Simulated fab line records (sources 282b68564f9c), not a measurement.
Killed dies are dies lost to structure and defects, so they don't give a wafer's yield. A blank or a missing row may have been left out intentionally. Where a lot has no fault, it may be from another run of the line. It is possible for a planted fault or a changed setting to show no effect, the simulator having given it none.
The tool behind it: which one? :: flow rit_cmos :: route of 202 steps, sampled at 1 step: 14 lots, 42 wafers

## WHAT THE GAUGES SHOWED, per wafer
No reading from a measuring or inspecting step in the record can be judged against a usual standard deviation.

## EACH LOT AND THE TOOL THAT RAN IT (in order: tool; ch and the chambers of the sampled wafers; start)
lot: L262
RIT_GATE_PEB_14: litho_track-04 ch 0, day 2 17:14

lot: L263
RIT_GATE_PEB_14: litho_track-04 ch 0, day 2 19:04

lot: L264
RIT_GATE_PEB_14: litho_track-01 ch 0, day 3 03:56

lot: L265
RIT_GATE_PEB_14: litho_track-03 ch 0, day 3 10:31

lot: L270
RIT_GATE_PEB_14: litho_track-04, day 4 04:47

lot: L271
RIT_GATE_PEB_14: litho_track-03, day 4 10:50

lot: L278
RIT_GATE_PEB_14: litho_track-04 ch 0, day 5 21:31

lot: L279
RIT_GATE_PEB_14: litho_track-03 ch 0, day 6 00:37

lot: L280
RIT_GATE_PEB_14: litho_track-01 ch 0, day 6 07:09

lot: L281
RIT_GATE_PEB_14: litho_track-04 ch 0, day 6 11:59

lot: L282
RIT_GATE_PEB_14: litho_track-04 ch 0, day 6 16:25

lot: L283
RIT_GATE_PEB_14: litho_track-03 ch 0, day 6 23:44

lot: L284
RIT_GATE_PEB_14: litho_track-01 ch 0, day 7 03:56

lot: L285
RIT_GATE_PEB_14: litho_track-04 ch 0, day 7 07:45
- RIT_GATE_PEB_14

## WHAT THE TOOLS THEMSELVES READ (means of the sampled wafers that have a number; where no wafer has one, the mark that the record gives instead)
RIT_GATE_PEB_14. Usual: exhaust_pa reads 45.3 Pa (standard deviation 0.8).
lot: L262
tool: litho_track-04
exhaust_pa (Pa): 43.5
flag: 

lot: L263
tool: litho_track-04
exhaust_pa (Pa): 45.5
flag: 

lot: L264
tool: litho_track-01
exhaust_pa (Pa): 45.2
flag: 

lot: L265
tool: litho_track-03
exhaust_pa (Pa): 45.3
flag: 

lot: L270
tool: litho_track-04
exhaust_pa (Pa): -
flag: OFF

lot: L271
tool: litho_track-03
exhaust_pa (Pa): -
flag: OFF

lot: L278
tool: litho_track-04
exhaust_pa (Pa): 44.7
flag: 

lot: L279
tool: litho_track-03
exhaust_pa (Pa): 45.1
flag: 

lot: L280
tool: litho_track-01
exhaust_pa (Pa): 45.0
flag: 

lot: L281
tool: litho_track-04
exhaust_pa (Pa): 45.4
flag: 

lot: L282
tool: litho_track-04
exhaust_pa (Pa): 45.2
flag: 

lot: L283
tool: litho_track-03
exhaust_pa (Pa): 46.2
flag: 

lot: L284
tool: litho_track-01
exhaust_pa (Pa): 45.2
flag: 

lot: L285
tool: litho_track-04
exhaust_pa (Pa): 45.3
flag: 

## THE ANSWER, worked out from the rows above alone
Rule: a lot counts as off when the mean over its wafers that have a number is more than 3 standard deviations away from the usual mean. A lot without any number at a reading at which 4 lots or more have one is off too. The other lots that the step has rows for count as sound. First the gauges in route order, then the tools' own readings, where a lot's mean is used as printed above. The first step at which some lot is off is used, and at that step the reading that is off furthest; a lot without a number counts as furthest.
Off: L270, L271, at RIT_GATE_PEB_14 (exhaust_pa). Without a number there: L270, L271.
A tool fits if, at that step or a process step before it, it ran every lot that is off, and no sound lot after the first of them. Of those tried, none fits.

## WHAT THE SIMULATOR PUT IN
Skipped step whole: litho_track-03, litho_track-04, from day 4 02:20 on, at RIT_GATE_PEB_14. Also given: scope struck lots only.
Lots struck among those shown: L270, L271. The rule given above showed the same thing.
